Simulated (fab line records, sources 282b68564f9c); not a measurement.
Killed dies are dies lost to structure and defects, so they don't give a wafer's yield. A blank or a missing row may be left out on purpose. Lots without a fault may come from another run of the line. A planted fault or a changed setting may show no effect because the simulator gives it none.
Which tool did it? | flow rit_cmos | 14 lots, 42 wafers sampled, at 2 steps of a route of 202

WHAT THE GAUGES READ, wafer by wafer
The record holds no reading of a measuring or inspecting step that can be judged against a usual standard deviation.

WHICH TOOL RAN EACH LOT (tool, then ch and the chambers of the sampled wafers, then the start)
lot  | RIT_CONTACT_CLEAN_13           | RIT_M1_PROBE_99
L455 | wet_bench-04 ch 0, day 3 04:41 | -
L456 | wet_bench-03 ch 3, day 3 11:47 | -
L457 | wet_bench-02 ch 2, day 3 14:49 | -
L458 | wet_bench-02 ch 2, day 3 19:37 | prober-01, day 4 00:37
L461 | wet_bench-02 ch 1, day 4 10:48 | prober-01, day 4 16:47
L462 | wet_bench-02 ch 3, day 4 15:15 | -
L467 | wet_bench-03 ch 0, day 5 17:34 | -
L468 | wet_bench-04 ch 0, day 5 21:49 | -
L470 | wet_bench-04 ch 0, day 6 10:14 | -
L471 | wet_bench-03 ch 1, day 6 13:02 | -
L475 | wet_bench-04 ch 2, day 7 09:13 | -
L476 | wet_bench-04 ch 1, day 7 13:03 | -
L477 | wet_bench-04 ch 2, day 7 18:40 | -
L478 | wet_bench-03 ch 0, day 7 22:36 | -
- RIT_CONTACT_CLEAN_13: cleans in SC1, time 600 s.
- RIT_M1_PROBE_99

WHAT THE TOOLS THEMSELVES READ (means of the sampled wafers that have a number; where no wafer has one, the mark that the record gives instead)
RIT_CONTACT_CLEAN_13. Usual: bath_guard_temp_C 74.9 C, standard deviation 0.46; run_length_s 631 s, standard deviation 3.3.
lot  | tool         | bath_guard_temp_C (C) | run_length_s (s) | flag
L455 | wet_bench-04 | 75.1                  | 634              |
L456 | wet_bench-03 | 74.8                  | 633              |
L457 | wet_bench-02 | 74.7                  | 633              |
L458 | wet_bench-02 | 74.8                  | 633              |
L461 | wet_bench-02 | 75.4                  | 655              | OFF
L462 | wet_bench-02 | 74.2                  | 656              | OFF
L467 | wet_bench-03 | 75.2                  | 633              |
L468 | wet_bench-04 | 75.2                  | 626              |
L470 | wet_bench-04 | 75.3                  | 633              |
L471 | wet_bench-03 | 74.3                  | 625              |
L475 | wet_bench-04 | 75.2                  | 626              |
L476 | wet_bench-04 | 74.4                  | 627              |
L477 | wet_bench-04 | 75.0                  | 627              |
L478 | wet_bench-03 | 75.4                  | 632              |

RIT_M1_PROBE_99. Usual: killed_at_M0_to_M3 0.0, standard deviation 0.18; killed_at_contacts 0.1, standard deviation 0.27; killed_at_front_end 6.6, standard deviation 3; killed_dies 7, standard deviation 3; killed_open 3.3, standard deviation 2; killed_short 3.4, standard deviation 2.
lot  | tool      | killed_at_M0_to_M3 | killed_at_contacts | killed_at_front_end | killed_dies | killed_open | killed_short | flag
L458 | prober-01 | 0.0                | 0.3                | 6.0                 | 6           | 2.0         | 4.3          |
L461 | prober-01 | 0.0                | 0.0                | 3.0                 | 3           | 1.0         | 2.0          |

THE ANSWER, worked out from the rows above alone
Rule: a lot is off if the mean of its wafers that have a number lies more than 3 standard deviations from the usual mean. A lot without any number at a reading at which 4 lots or more have one is off too. The other lots that the step has rows for count as sound. The gauges are gone through in route order, then the tools' own readings, and for those a lot's mean is taken as printed above. The first step at which some lot is off is used, and at that step the reading that is off furthest; a lot without a number counts as furthest.
Off: L461, L462, at RIT_CONTACT_CLEAN_13 (run_length_s).
A tool fits if, at that step or a process step before it, it ran every lot that is off, and no sound lot after the first of them. One fits: wet_bench-02 at RIT_CONTACT_CLEAN_13. Its last sound lot is L458 (day 3 19:37), its first lot that is off L461 (day 4 10:48): a fault that began between those two fits.
The tool's own readings at RIT_CONTACT_CLEAN_13 bear it out: on the lots that are off they differ by more than 5 times the standard deviation of the sound lots' means. run_length_s reads 656 s there against 630 s on the sound lots.

WHAT THE SIMULATOR HAD PUT IN
Process parameter drift: wet_bench-02, from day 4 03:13 on, at RIT_CONTACT_CLEAN_13. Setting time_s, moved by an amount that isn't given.
Lots struck among those shown: L461, L462. The rule above found the same.
